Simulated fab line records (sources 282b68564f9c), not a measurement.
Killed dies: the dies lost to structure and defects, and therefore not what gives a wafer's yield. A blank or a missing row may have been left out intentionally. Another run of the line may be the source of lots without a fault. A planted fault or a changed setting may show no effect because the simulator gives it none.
fab line records -- flow rit_cmos
record lots=13, wafers=39, last_day=7
route steps=202 shown ACTIVE@9 FOX2@24 SPACER@130 CONTACT@181
lots with no fault: from the same line, run without faults
start_h: the number of hours between the record's first day and the start of the first shown wafer of the lot -- wait_h: hours from the lot's prior step to this one -- " same as the row above -- L1.1+2: one row covering several wafers at once -- - value missing, or start not given -- * or withheld: withheld -- < > ~ a bound
route shown NAME@n: a module of which the file shows steps, and the number in the route of the first -- usual: mean/standard deviation taken from wafers without a fault -- same: alike in all rows -- chamber/n: place in a boat -- sites: the reading at each site -- _std_site: the standard deviation of these -- _edge_site: outer sites' mean less inner sites' -- radius_mm: for every site, how far away it sits from the centre of the wafer -- mask NAME#n: copy n -- behind: the tool/chamber that last shaped the wafer -- hold: reason for holding the lot/hours on hold/outcome of the hold -- device: whichever transistor did not switch (one of n, p or np) -- end of line: the tests these same wafers got at the end of their route -- where a step has no rows: the recipe by itself -- killed: not the wafer's yield, but the dies lost to structure and defects at the first sort -- map: a wafer's dies, marking killed ones x, the rest . and places with no die _
set.NAME: the setting as run; set.NAME@STEP: as run at that earlier step -- model.NAME: the simulator's own value behind a step, which no gauge read
the route's steps for a sample of lots (tables are steps, rows are wafers)
services: when a tool's chamber went out of use (start_h, in hours from the record's first day, below 0 if earlier), for how many hours, and the reason
## steps
# step RIT_ACTIVE_EXPOSE_08
# recipe mask_id=M1, na=0.6, source_shape=conventional, sigma_outer=0.6, target_cd_nm=1400, dose_mj=225
lot.wafer,tool,chamber,start_h,wait_h,mask
L646.1+4+5,iline_stepper-02,0,17.06,0.2,M1#0
L647.1+3+6,iline_stepper-02,0,20.20,0.1,M1#0
L648.3+4+5,iline_stepper-02,0,24.46,0.1,M1#0
L650.1+2+3,iline_stepper-02,0,34.69,0.2,M1#0
L653.3+5+6,iline_stepper-02,0,49.69,0.1,M1#0
L655.4+5+6,iline_stepper-02,0,61.43,0.2,M1_R1#0
L660.1+5+6,iline_stepper-01,0,89.74,0.2,M1#0
L664.2+5+6,iline_stepper-02,0,104.42,0.4,M1#0
L665.1+3+5,iline_stepper-01,0,109.47,0.2,M1#0
L666.1+5+6,iline_stepper-02,0,117.90,0.2,M1#0
L667.2+5+6,iline_stepper-01,0,122.63,0.2,M1#0
L668.1+2+4,iline_stepper-02,0,124.85,0.2,M1#0
L669.4+5+6,iline_stepper-02,0,129.10,0.1,M1#0
# step RIT_ACTIVE_CD_MEAS_11
# recipe target_cd_nm=1400
# usual cd_nm=1399.8/2.2
lot.wafer,tool,chamber,start_h,wait_h,cd_nm
L646.1,cd_sem-02,-,17.46,-,1399.1
L646.4,cd_sem-02,-,17.46,-,1400.0
L646.5,cd_sem-02,-,17.46,-,1401.3
L647.1,cd_sem-01,-,20.60,-,1399.2
L647.3,cd_sem-01,-,20.60,-,1398.4
L647.6,cd_sem-01,-,20.60,-,1397.5
L648.3,cd_sem-01,-,24.87,-,1399.3
L648.4,cd_sem-01,-,24.87,-,1398.7
L648.5,cd_sem-01,-,24.87,-,1397.9
L650.1,cd_sem-02,-,35.09,-,1401.9
L650.2,cd_sem-02,-,35.09,-,1402.8
L650.3,cd_sem-02,-,35.09,-,1402.3
L653.3,cd_sem-01,-,50.09,-,1397.0
L653.5,cd_sem-01,-,50.09,-,1393.7
L653.6,cd_sem-01,-,50.09,-,1399.6
L655.4,cd_sem-01,-,61.83,-,1552.5
L655.5,cd_sem-01,-,61.83,-,1551.7
L655.6,cd_sem-01,-,61.83,-,1552.6
L660.1,cd_sem-02,-,90.14,-,1396.3
L660.5,cd_sem-02,-,90.14,-,1397.0
L660.6,cd_sem-02,-,90.14,-,1396.6
L664.2,cd_sem-01,-,104.82,-,1398.4
L664.5,cd_sem-01,-,104.82,-,1399.5
L664.6,cd_sem-01,-,104.82,-,1398.6
L665.1,cd_sem-02,-,109.88,-,1399.1
L665.3,cd_sem-02,-,109.88,-,1398.9
L665.5,cd_sem-02,-,109.88,-,1401.7
L666.1,cd_sem-02,-,118.30,-,1395.5
L666.5,cd_sem-02,-,118.30,-,1393.4
L666.6,cd_sem-02,-,118.30,-,1394.3
L667.2,cd_sem-01,-,123.03,-,1399.9
L667.5,cd_sem-01,-,123.03,-,1400.9
L667.6,cd_sem-01,-,123.03,-,1398.7
L668.1,cd_sem-01,-,125.25,-,1401.0
L668.2,cd_sem-01,-,125.25,-,1401.5
L668.4,cd_sem-01,-,125.25,-,1401.4
L669.4,cd_sem-01,-,129.50,-,1400.2
L669.5,cd_sem-01,-,129.50,-,1400.9
L669.6,cd_sem-01,-,129.50,-,1403.7
# step RIT_FOX2_THK_MEAS_01
# recipe reads=SiO2_of_FOX2_OXIDATION_00
# usual FOX2_OXIDE_THK=353/6.2
lot.wafer,tool,chamber,start_h,wait_h,FOX2_OXIDE_THK[nm]
L646.1,film_metro-02,-,25.29,0.0,354
L646.4,film_metro-02,-,25.29,0.0,355
L646.5,film_metro-02,-,25.29,0.0,357
L647.1,film_metro-03,-,25.29,0.0,349
L647.3,film_metro-03,-,25.29,0.0,351
L647.6,film_metro-03,-,25.29,0.0,348
L648.3,film_metro-03,-,29.13,0.0,356
L648.4,film_metro-03,-,29.13,0.0,361
L648.5,film_metro-03,-,29.13,0.0,357
L650.1,film_metro-03,-,41.56,0.0,353
L650.2,film_metro-03,-,41.56,0.0,353
L650.3,film_metro-03,-,41.56,0.0,348
L653.3,film_metro-03,-,57.43,0.0,347
L653.5,film_metro-03,-,57.43,0.0,350
L653.6,film_metro-03,-,57.43,0.0,350
L655.4,film_metro-03,-,70.52,0.0,351
L655.5,film_metro-03,-,70.52,0.0,355
L655.6,film_metro-03,-,70.52,0.0,357
L660.1,film_metro-02,-,94.01,0.0,349
L660.5,film_metro-02,-,94.01,0.0,347
L660.6,film_metro-02,-,94.01,0.0,350
L664.2,film_metro-04,-,112.79,0.0,351
L664.5,film_metro-04,-,112.79,0.0,353
L664.6,film_metro-04,-,112.79,0.0,351
L665.1,film_metro-03,-,116.68,0.0,359
L665.3,film_metro-03,-,116.68,0.0,357
L665.5,film_metro-03,-,116.68,0.0,353
L666.1,film_metro-03,-,124.06,0.0,357
L666.5,film_metro-03,-,124.06,0.0,353
L666.6,film_metro-03,-,124.06,0.0,359
L668.1,film_metro-04,-,129.44,0.0,350
L668.2,film_metro-04,-,129.44,0.0,353
L668.4,film_metro-04,-,129.44,0.0,352
L667.2,film_metro-03,-,129.45,0.0,354
L667.5,film_metro-03,-,129.45,0.0,362
L667.6,film_metro-03,-,129.45,0.0,365
L669.4,film_metro-02,-,133.36,0.0,353
L669.5,film_metro-02,-,133.36,0.0,352
L669.6,film_metro-02,-,133.36,0.0,354
# step RIT_SPACER_ETCHBACK_05
# recipe target_depth_a=2500, SF6_flow_sccm=30, CHF3_flow_sccm=30, target=Si3N4, chemistry=SF6/CHF3, pressure_mtorr=40, rf_w=250, time_s=240, stop_on=SiO2
# usual drypump_motor_current_A=5.6/0.4, oes_product_au=0.827/0.013, throttle_valve_pct=10.26/0.15
lot.wafer,tool,chamber,start_h,wait_h,drypump_motor_current_A,oes_product_au,rf_hours_counter_h,throttle_valve_pct
L646.1,rie_diel-03,0,56.90,0.1,5.3,0.816,7,10.39
L646.4,rie_diel-03,1,56.90,0.1,5.3,0.823,4,10.11
L646.5,rie_diel-03,1,56.90,0.1,5.3,0.821,-,10.14
L647.1,rie_diel-02,3,58.58,0.1,5.4,0.838,72,10.24
L647.3,rie_diel-02,2,58.58,0.1,5.7,0.813,69,10.24
L647.6,rie_diel-02,1,58.58,0.1,4.8,0.817,-,10.48
L648.3,rie_diel-03,0,62.71,0.0,5.3,0.809,7,10.39
L648.4,rie_diel-03,3,62.71,0.0,5.7,0.851,162,10.25
L648.5,rie_diel-03,0,62.71,0.0,5.3,0.808,-,10.40
L650.1,rie_diel-04,0,74.44,0.1,6.2,0.841,13,10.33
L650.2,rie_diel-04,1,74.44,0.1,4.9,0.834,118,10.21
L650.3,rie_diel-04,3,74.44,0.1,5.8,0.843,49,10.22
L653.3,rie_diel-03,1,89.71,0.0,5.2,0.814,5,10.14
L653.5,rie_diel-03,0,89.71,0.0,5.3,0.809,-,10.40
L653.6,rie_diel-03,1,89.71,0.0,5.3,0.820,-,10.12
L655.4,rie_diel-03,1,102.19,0.1,5.2,0.824,-,10.11
L655.5,rie_diel-03,0,102.19,0.1,5.3,0.811,-,10.39
L655.6,rie_diel-03,2,102.19,0.1,6.1,0.828,-,10.03
L660.1,rie_diel-04,3,132.25,0.1,5.8,0.840,50,10.19
L660.5,rie_diel-04,0,132.25,0.1,6.2,0.823,-,10.35
L660.6,rie_diel-04,1,132.25,0.1,4.9,0.827,-,10.18
L664.2,rie_diel-02,3,144.31,0.0,5.4,0.835,74,10.23
L664.5,rie_diel-02,3,144.31,0.0,5.4,0.843,-,10.22
L664.6,rie_diel-02,0,144.31,0.0,6.0,0.831,-,10.16
L665.1,rie_diel-03,3,146.92,0.1,5.7,0.811,0,10.29
L665.3,rie_diel-03,1,146.92,0.1,5.2,0.815,6,10.13
L665.5,rie_diel-03,1,146.92,0.1,5.2,0.822,-,10.13
L666.1,rie_diel-03,1,151.92,0.1,5.2,0.824,7,10.12
L666.5,rie_diel-03,0,151.92,0.1,5.3,0.813,-,10.39
L666.6,rie_diel-03,3,151.92,0.1,5.7,0.805,-,10.27
L667.2,rie_diel-02,2,156.61,0.0,5.6,0.817,71,10.25
L667.5,rie_diel-02,1,156.61,0.0,4.8,0.823,-,10.47
L667.6,rie_diel-02,0,156.61,0.0,6.0,0.831,-,10.15
L668.1,rie_diel-03,2,159.46,0.1,6.1,0.832,1,10.01
L668.2,rie_diel-03,1,159.46,0.1,5.2,0.812,7,10.13
L668.4,rie_diel-03,3,159.46,0.1,5.7,0.810,1,10.28
L669.4,rie_diel-04,3,164.41,0.0,5.8,0.835,51,10.18
L669.5,rie_diel-04,3,164.41,0.0,5.9,0.843,-,10.19
L669.6,rie_diel-04,0,164.41,0.0,6.2,0.832,-,10.33
# step RIT_CONTACT_CD_MEAS_90
# recipe target_cd_nm=1000
# usual cd_nm=1000.5/2.3
lot.wafer,tool,chamber,start_h,wait_h,cd_nm
L646.1,cd_sem-02,-,63.19,0.1,1002.0
L646.4,cd_sem-02,-,63.19,0.1,999.8
L646.5,cd_sem-02,-,63.19,0.1,1002.2
L647.1,cd_sem-01,-,65.05,0.1,1005.4
L647.3,cd_sem-01,-,65.05,0.1,1005.5
L647.6,cd_sem-01,-,65.05,0.1,1003.8
L648.3,cd_sem-01,-,69.42,0.1,998.5
L648.4,cd_sem-01,-,69.42,0.1,999.5
L648.5,cd_sem-01,-,69.42,0.1,1000.5
L650.1,cd_sem-02,-,80.77,0.1,1001.4
L650.2,cd_sem-02,-,80.77,0.1,1000.0
L650.3,cd_sem-02,-,80.77,0.1,1001.3
L653.3,cd_sem-02,-,96.48,0.1,1000.9
L653.5,cd_sem-02,-,96.48,0.1,1002.3
L653.6,cd_sem-02,-,96.48,0.1,1001.6
L655.4,cd_sem-02,-,108.34,0.1,997.7
L655.5,cd_sem-02,-,108.34,0.1,999.1
L655.6,cd_sem-02,-,108.34,0.1,998.0
L660.1,cd_sem-01,-,139.02,0.1,999.0
L660.5,cd_sem-01,-,139.02,0.1,1003.7
L660.6,cd_sem-01,-,139.02,0.1,1000.0
L664.2,cd_sem-01,-,150.81,0.1,996.5
L664.5,cd_sem-01,-,150.81,0.1,996.8
L664.6,cd_sem-01,-,150.81,0.1,999.3
L665.1,cd_sem-02,-,154.23,0.1,998.1
L665.3,cd_sem-02,-,154.23,0.1,997.8
L665.5,cd_sem-02,-,154.23,0.1,998.6
L666.1,cd_sem-01,-,158.95,0.1,1002.3
L666.5,cd_sem-01,-,158.95,0.1,1004.0
L666.6,cd_sem-01,-,158.95,0.1,1003.3
L667.2,cd_sem-02,-,163.10,0.1,997.5
L667.5,cd_sem-02,-,163.10,0.1,997.1
L667.6,cd_sem-02,-,163.10,0.1,997.6
L668.1,cd_sem-02,-,166.02,0.1,1001.1
L668.2,cd_sem-02,-,166.02,0.1,1001.2
L668.4,cd_sem-02,-,166.02,0.1,1001.8
L669.4,cd_sem-01,-,171.00,0.1,1000.5
L669.5,cd_sem-01,-,171.00,0.1,1003.0
L669.6,cd_sem-01,-,171.00,0.1,1002.0
## services
tool,chamber,start_h,hours,kind
iline_stepper-02,-,5.16,0.8,pm
rie_diel-04,0,9.87,2.6,repair
iline_stepper-01,-,14.34,11.3,repair
iline_stepper-02,0,17.34,-,calibration
rie_diel-04,-,47.35,2.8,pm
iline_stepper-01,-,56.46,3.6,repair
rie_diel-03,-,72.23,0.4,repair
rie_diel-03,2,76.22,-,clean
rie_diel-03,2,76.22,24.6,scheduled_down
rie_diel-03,2,76.22,24.6,vent_cycle
iline_stepper-02,-,92.58,1.7,pm
rie_diel-03,3,100.78,-,clean
rie_diel-03,3,100.78,16.7,scheduled_down
rie_diel-03,3,100.78,16.7,vent_cycle
rie_diel-03,0,103.13,20.8,repair
rie_diel-04,2,109.09,2.8,repair
rie_diel-03,-,132.29,0.1,repair
iline_stepper-01,0,148.98,-,calibration
## key
first_sign step=RIT_ACTIVE_EXPOSE_08, reading=mask, direction=changed
effect step=RIT_ACTIVE_CD_MEAS_11, reading=cd_nm, direction=up, sigmas=69, usual=1399.8, struck=1552.3
met_at RIT_ACTIVE_EXPOSE_08
struck_lots L655
sort_left_out L655.4,L655.5,L655.6
tester_left_out L655
not_acting_at RIT_FOX2_THK_MEAS_01,RIT_SPACER_ETCHBACK_05,RIT_CONTACT_CD_MEAS_90
onset_between 49.69 61.43
fault kind=wrong_mask, tool=any, chamber=-, onset_h=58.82, steps=RIT_ACTIVE_EXPOSE_08, aux_copy=M1_R1#0, cd_offset_nm=150, scope=struck_lots_only
# tester_left_out: of these lots the tester's yield and bins aren't shown, on N5 and GAA mostly nor the transistor test; their killed dies are dies lost to structure and defects alone, not to doping, threshold or leakage, so they don't give the yield
# sort_left_out: the simulated sort isn't trusted on such a fault, so these wafers' sort isn't shown, and their yield isn't known
